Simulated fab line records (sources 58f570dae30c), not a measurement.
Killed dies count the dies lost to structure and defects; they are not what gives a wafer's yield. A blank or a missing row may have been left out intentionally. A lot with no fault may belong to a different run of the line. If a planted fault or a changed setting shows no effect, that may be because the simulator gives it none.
8D (eight disciplines) problem report, filled in by code / flow berkeleyCmos170 / the parts of the form that need people (team, actions taken, sign-off) are left out

1. THE PROBLEM
Wafers without a fault read 0.899 a.u., standard deviation 0.012; oesProductAu at UCB170_CONTACT_ETCH_18 reads a mean of 0.789 a.u. on 6 wafers belonging to 2 lots. That is -9.2 standard deviations from the usual mean.
The step: etches PSG in CHF3/CF4/Ar, stops on TiSi2, target depth 840 nm, time 195 s.
First observed at day 12 12:00: wafer L933.1, on rieDiel-03. The record holds 42 wafers of 14 lots with a number at this step. The rule behind "out" and "out of limits": a value lying over 4 standard deviations away from the usual mean. The rest of the wafers with a number are treated as sound.

2. WHAT IT IS, AND WHAT IT ISN'T
question=which readings at this step | is=oesProductAu | is not=drypumpMotorCurrentA, throttleValvePct
question=which lots | is=L933, L940 | is not=L919, L921, L922, L925, L926, L927, L929, L930, L931, L935, L936, L939
question=which wafers of those lots | is=all that have a number | is not=-
question=read on which tools | is=rieDiel-03 | is not=rieDiel-01, rieDiel-02
question=when | is=from day 12 12:00 | is not=up to then (33 sound wafers); but 3 sound wafers of L939 came after

3. SUSPECTS, AND WHAT RULES EACH OUT
Counting: a tool at any process step up to the reading remains a suspect when it ran all the lots that are out and ran no sound lot after the first of those.
- rieDiel-03 at UCB170_CONTACT_ETCH_18 (etches PSG in CHF3/CF4/Ar, stops on TiSi2, target depth 840 nm, time 195 s): kept. All lots that are out passed through it, beginning with L933 at day 12 12:00, and no sound lot followed; its final sound lot before that point was L931 at day 11 06:00. Its own oesProductAu readings are out on those wafers.
After counting, what remains is rieDiel-03 at UCB170_CONTACT_ETCH_18.

4. THE CAUSE (what the simulator had put in)
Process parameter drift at UCB170_CONTACT_ETCH_18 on rieDiel-03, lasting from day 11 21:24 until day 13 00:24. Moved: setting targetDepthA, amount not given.
This tool alone remained once counting was done.

5. THE EFFECT CHAIN, in route order
Each row: a reading where the mean over the struck wafers with a number is more than 3 standard deviations away from the usual. Scope: only readings with a usual standard deviation given in the record; hours: median across lots of the time from each lot's start at the first step in this table that gives one to its start at this step; sigmas: change in usual standard deviations.
hours=0; step=UCB170_CONTACT_ETCH_18; reading=oesProductAu; usual=0.899 a.u.; on struck wafers=0.789; change=-0.110; sigmas=-9.2
The process steps in it:
- UCB170_CONTACT_ETCH_18: etches PSG in CHF3/CF4/Ar, stops on TiSi2, target depth 840 nm, time 195 s.

6. WHAT WOULD HAVE CAUGHT IT SOONER
In this record the first reading out of limits was taken at day 12 12:00, 15 hours after the fault began at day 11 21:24.
